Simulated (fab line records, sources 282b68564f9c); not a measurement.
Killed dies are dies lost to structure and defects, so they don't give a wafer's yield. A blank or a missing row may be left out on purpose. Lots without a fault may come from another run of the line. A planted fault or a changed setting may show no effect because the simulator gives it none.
A struck lot beside a sound one | flow rit_cmos | 14 steps out of a route of 202
Sound: wafers L832.2, L832.3, L832.5. Struck: wafers L846.2, L846.3, L846.4. The cause comes at the end.
At each step with rows: each side's tool, then ch and its chambers, then its first start. Under that, the readings that differ: sound wafers | struck wafers | difference of the means | sigmas: that difference in standard deviations of wafers without a fault.
alike: readings whose means differ by less than 2 such deviations, and words and numbers that are the same on both sides. not compared: withheld readings, readings that some wafer has no value for, bounds like >300 that may hide the same value, and numbers for which the record gives no deviation and whose values overlap.
The two part at a step that has a row with sigmas, a row that says differs or no value, or rows on one side only. Numbers that don't overlap but have no deviation are shown without sigmas and don't part them. A reading that every wafer of one side lacks parts them only if that side has two wafers or more.

first, 2 steps without rows for these wafers: RIT_NWELL_PEB_04; RIT_NWELL_DEVELOP_05 (develop time 68 s).
RIT_NWELL_OVL_MEAS_06:
  sound on overlay-01, day 2 07:40; struck on overlay-02, day 5 06:10
  alike: NWELL_OVL
then, 2 steps without rows for these wafers: RIT_NWELL_HARDBAKE_07 (time 120 s); RIT_NWELL_IMPLANT_08.
RIT_NWELL_STRIP_09: strips in O2, time 180 s.
  sound on plasma_asher-03 ch 0,1, day 2 08:06; struck on plasma_asher-01 ch 0,1, day 5 06:36
  alike: drypump_motor_current_A
  not compared: rf_hours_counter_h
RIT_NWELL_TW_MEAS_10:
  sound on film_metro-04, day 2 08:17; struck on film_metro-03, day 5 06:47
  alike: NWELL_TW
then, 2 steps without rows for these wafers: RIT_PWELL_HMDS_00 (prime time 60 s); RIT_PWELL_COAT_01 (resist thk 1300 nm).
RIT_PWELL_SOFTBAKE_02: time 61.68 s.
  sound on litho_track-04 ch 0, day 2 08:40; struck on litho_track-04 ch 0, day 5 07:10
  alike: chill_plate_temp_C, plate_sensor_t_centre_C, plate_sensor_t_edge_C
then, 2 steps without rows for these wafers: RIT_PWELL_EXPOSE_03 (exposes mask M3, target cd 43700 nm); RIT_PWELL_PEB_04.
RIT_PWELL_DEVELOP_05: develop time 68 s.
  sound on litho_track-04 ch 0, day 2 09:00; struck on litho_track-01, day 5 07:00
  no value came back on the struck wafers for chill_plate_temp_C (C), develop_time_s (s); on the sound wafers chill_plate_temp_C (C) reads 22.95 22.86 22.92
RIT_PWELL_OVL_MEAS_06:
  sound on overlay-01, day 2 09:13; struck on overlay-01, day 5 07:43
  reading        | sound          | struck | difference                    | sigmas
  PWELL_OVL (nm) | -0.2 -0.5 -0.8 | - - -  | no value on the struck wafers |

WHERE THEY PART
First at RIT_PWELL_DEVELOP_05; last, within this record, at RIT_PWELL_OVL_MEAS_06.

WHY: what the simulator had put in
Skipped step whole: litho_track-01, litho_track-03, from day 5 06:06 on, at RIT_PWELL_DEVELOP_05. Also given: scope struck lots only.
